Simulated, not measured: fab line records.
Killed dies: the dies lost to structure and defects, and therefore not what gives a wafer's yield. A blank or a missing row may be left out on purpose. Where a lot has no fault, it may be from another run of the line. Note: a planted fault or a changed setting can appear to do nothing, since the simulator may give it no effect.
Which of the tools did it? / flow berkeley cmos170 / 21 wafers from 7 lots sampled at 2 of the route's 331 steps

WHAT THE GAUGES READ, wafer by wafer
UCB170_WELLDRIVE_THK_MEAS_02.
lot=L520; measured=day 4 00:51; on=film metro-04; WELLDRIVE_OXIDE_THK (nm)=197 196 194
lot=L523; measured=day 4 06:31; on=film metro-04; WELLDRIVE_OXIDE_THK (nm)=201 200 201
lot=L527; measured=day 5 01:37; on=film metro-01; WELLDRIVE_OXIDE_THK (nm)=165 164 166 165 165 166
lot=L536; measured=day 7 05:14; on=film metro-01; WELLDRIVE_OXIDE_THK (nm)=203 201 206
lot=L538; measured=day 7 20:46; on=film metro-04; WELLDRIVE_OXIDE_THK (nm)=211 207 206
lot=L540; measured=day 7 20:46; on=film metro-02; WELLDRIVE_OXIDE_THK (nm)=199 201 200
lot=L541; measured=day 8 11:13; on=film metro-01; WELLDRIVE_OXIDE_THK (nm)=205 203 201

WHICH TOOL RAN EACH LOT (tool, then ch and the chambers of the sampled wafers, then the start)
lot=L520; UCB170_WELLDRIVE_OXIDATION_01=furnace-04 ch 0, day 3 21:20
lot=L523; UCB170_WELLDRIVE_OXIDATION_01=furnace-02 ch 0, day 4 02:59
lot=L527; UCB170_WELLDRIVE_OXIDATION_01=furnace-02 ch 0, day 4 22:07
lot=L536; UCB170_WELLDRIVE_OXIDATION_01=furnace-04 ch 0, day 7 01:44
lot=L538; UCB170_WELLDRIVE_OXIDATION_01=furnace-03 ch 0, day 7 17:16
lot=L540; UCB170_WELLDRIVE_OXIDATION_01=furnace-03 ch 0, day 7 17:16
lot=L541; UCB170_WELLDRIVE_OXIDATION_01=furnace-04 ch 0, day 8 07:41
- UCB170_WELLDRIVE_OXIDATION_01: target thk 199 nm, ox time 9000 s.

THE ANSWER, worked out from the rows above alone
Rule: usual is defined by the lots themselves. Put in order of their means at a reading, lots are off if they are a third of the lots or fewer, leave a main group of 4 or more, and stand apart from it by a gap of 3 or more times the standard deviation of the main group's means; of several such gaps the widest counts. A main group is skipped when, at the precision printed for the reading in the tables above, its means are all equal. A lot without any number at a reading at which 4 lots or more have one is off too. Any other lot the step has rows for is counted as sound.
Off: L527, seen at UCB170_WELLDRIVE_THK_MEAS_02 (WELLDRIVE_OXIDE_THK). Main group: mean 202 nm, sd 3.7.
If a tool, at a process step before that reading, ran all the lots that are off and no sound lot after the first of them, it fits. Those tools and the gauges at UCB170_WELLDRIVE_THK_MEAS_02 are tried in the same way. One fits: UCB170_WELLDRIVE_OXIDATION_01 on furnace-02. A fault onset in the window from L523 (day 4 02:59, its last sound lot) to L527 (day 4 22:07, its first lot off) fits.

WHAT THE SIMULATOR PUT IN
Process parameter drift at UCB170_WELLDRIVE_OXIDATION_01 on furnace-02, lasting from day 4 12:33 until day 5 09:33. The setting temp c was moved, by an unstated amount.
Shown lots that were struck: L527. The same result came from the rule above.
